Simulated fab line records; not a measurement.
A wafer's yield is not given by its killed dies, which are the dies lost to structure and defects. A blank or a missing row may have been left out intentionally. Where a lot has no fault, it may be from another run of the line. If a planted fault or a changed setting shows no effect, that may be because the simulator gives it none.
The same fault as seen by 2 desks :: flow berkeley-cmos170 :: what lay behind the numbers comes last; until then each desk has only its own

== FROM THE METROLOGY DESK ==
Means of the sampled wafers that have a number, per lot and without regard to the tool the lot ran on: this is what the gauges read. The brackets show how far a lot's mean lies from the usual mean; more than 4 standard deviations puts the lot out of limits, marked OUT.
Columns: A = ACTIVE_OXIDE_THK at UCB170_ACTIVE_THK_MEAS_03, usual 26.2 nm; B = NLDD_TW at UCB170_NLDD_TW_MEAS_11, usual 2220; C = NLDD_RS at UCB170_SDANNEAL_RS_MEAS_05, usual 615.4 ohm/sq
lot: L912
first seen here: day 4 09:29
A: 26.4
B: 2216
C: 614.2

lot: L913
first seen here: day 4 09:29
A: 26.4
B: 2232
C: 615.1

lot: L916
first seen here: day 5 04:07
A: 26.3
B: 2222
C: 617.2

lot: L918
first seen here: day 5 14:46
A: 25.7
B: 2216
C: 614.1

lot: L917
first seen here: day 5 14:46
A: 26.7
B: 2223
C: 617.4

lot: L919
first seen here: day 5 17:41
A: 26.2
B: 2215
C: 616.9

lot: L920
first seen here: day 6 09:01
A: 26.3
B: 2227
C: 615.1

lot: L925
first seen here: day 6 15:17
A: 26.4
B: 2227
C: 616.1

lot: L924
first seen here: day 6 15:20
A: 25.9
B: 2222
C: 616.6

lot: L927
first seen here: day 7 02:39
A: 25.9
B: 2241
C: 614.0

lot: L926
first seen here: day 7 02:40
A: 26.2
B: 2155 (-5.9) OUT
C: 652.7 (+29) OUT

lot: L929
first seen here: day 7 09:38
A: 26.5
B: 2184
C: 652.5 (+29) OUT

lot: L928
first seen here: day 7 09:40
A: 26.6
B: 2211
C: 614.5

lot: L935
first seen here: day 8 05:46
A: 25.1
B: 2208
C: 615.9
Finding of this desk: L926, L929 out of limits, first seen on L926 at day 9 10:30 (NLDD_TW at UCB170_NLDD_TW_MEAS_11). L912, L913, L916, L918, L917, L919, L920, L925, L924, L927, L928, L935: within limits.

== AT THE TOOL OWNER'S DESK: implanter-01 ==
The tool's own readings at UCB170_NLDD_IMPLANT_09, given as means over the sampled wafers that have a number, one for each lot that went through this tool. The brackets show how far a lot's mean lies from the usual mean; more than 4 standard deviations puts the lot out of limits, marked OUT.
Columns: A = dose-ions-cm2 at UCB170_NLDD_IMPLANT_09, usual 5e+13; B = faraday-current-uA at UCB170_NLDD_IMPLANT_09, usual 159; C = rotation-deg at UCB170_NLDD_IMPLANT_09, usual 179.99 degrees
lot: L912
first seen here: day 6 22:13
A: 5e+13
B: 160
C: 180.04

lot: L916
first seen here: day 7 08:22
A: 5e+13
B: 158
C: 179.96

lot: L924
first seen here: day 8 21:04
A: 5e+13
B: 162
C: 179.96

lot: L925
first seen here: day 8 21:36
A: 5e+13
B: 162
C: 180.01

lot: L926
first seen here: day 9 10:16
A: 4e+13 (-99 or more) OUT
B: 132 (-8.8) OUT
C: 180.01

lot: L929
first seen here: day 9 12:59
A: 4e+13 (-99 or more) OUT
B: 133 (-8.5) OUT
C: 180.01
This desk's finding: out of limits on L926, L929; first on L926, day 9 10:16 (dose-ions-cm2 at UCB170_NLDD_IMPLANT_09). L912, L916, L924, L925: within limits.

== BROUGHT TOGETHER ==
The tool owner's desk had the chance to raise an alarm at day 9 10:16 on L926, L929.
An alarm was possible from the metrology desk at day 9 10:30, on L926, L929.
UCB170_NLDD_IMPLANT_09 was run on implanter-01 by each of the lots named.

== WHAT THE SIMULATOR HAD PUT IN ==
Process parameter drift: implanter-01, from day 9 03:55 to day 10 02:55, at UCB170_NLDD_IMPLANT_09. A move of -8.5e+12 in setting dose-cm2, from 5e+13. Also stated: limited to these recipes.
Shown lots that were struck: L926, L929.
Fault start to first reading out of limits, in hours, per desk: tool owner, 6; metrology, 7.
